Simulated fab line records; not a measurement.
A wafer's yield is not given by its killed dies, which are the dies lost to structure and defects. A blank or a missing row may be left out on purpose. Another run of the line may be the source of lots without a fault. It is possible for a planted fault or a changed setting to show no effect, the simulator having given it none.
8D (eight disciplines) problem report, filled in by code :: flow rit cmos :: the parts of the form that need people (team, actions taken, sign-off) are left out

1. PROBLEM STATEMENT
Mean of heater power total W at RIT_M1_HARDBAKE_11: 42.76 W across 6 wafers in 2 lots; on wafers with no fault it is 52.03 W (standard deviation 0.064). So: -99 or more standard deviations from the usual mean.
The step: time 120 s.
Earliest sighting: wafer L426.4 on litho track-01 at day 6 05:25. Wafers with a number at this step in the record: 42, from 14 lots. Rule for "out" (also "out of limits"): further than 4 standard deviations from the usual mean. Any other wafer with a number is counted as sound.

2. WHAT IT IS, WHAT IT ISN'T
question: which readings at this step
is: heater power total W, plate temp C
is not: -

question: which lots
is: L426, L427
is not: L412, L413, L414, L416, L417, L418, L419, L420, L422, L431, L433, L435

question: which wafers of those lots
is: all that have a number
is not: -

question: read on which tools
is: litho track-01
is not: litho track-02, litho track-04

question: when
is: from day 6 05:25
is not: up to then (27 sound wafers); but 9 sound wafers of L431, L433, L435 came after

3. WHAT RULES OUT EACH SUSPECT
Counting: a tool at a process step up to the reading stays a suspect if it ran every lot that is out and no sound lot after the first of them.
- litho track-01 at RIT_M1_HARDBAKE_11 (time 120 s): kept. Every lot that is out went through it, starting with L426 (day 6 05:25), and after that it ran no sound lot; the last sound lot it ran before then is L420 (day 4 23:21). Out on those wafers are its own readings of heater power total W, plate temp C.
The count leaves litho track-01 at RIT_M1_HARDBAKE_11.

4. THE CAUSE (what the simulator had put in)
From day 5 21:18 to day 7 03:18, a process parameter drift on litho track-01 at RIT_M1_HARDBAKE_11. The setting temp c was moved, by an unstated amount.
Only this tool survived the counting.

5. SEQUENCE OF EFFECTS, ordered by route
Each row: a reading where the mean over the struck wafers with a number is more than 3 standard deviations away from the usual. Readings are gone through only where the record gives a usual standard deviation; hours: the median, over the lots, of the time from a lot's start at the first step in this table giving one to that lot's start at this step; sigmas: the change measured in usual standard deviations.
hours: 0
step: RIT_M1_HARDBAKE_11
reading: heater power total W
usual: 52.03 W
on struck wafers: 42.76
change: -9.27
sigmas: -99 or more

hours: 0
step: RIT_M1_HARDBAKE_11
reading: plate temp C
usual: 139.97 C
on struck wafers: 120.62
change: -19.35
sigmas: -99 or more
Process steps it contains:
- RIT_M1_HARDBAKE_11: time 120 s.

6. HOW IT WOULD HAVE BEEN CAUGHT EARLIER
8 hours passed between the start of the fault at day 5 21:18 and the first reading out of limits in this record, taken at day 6 05:25.
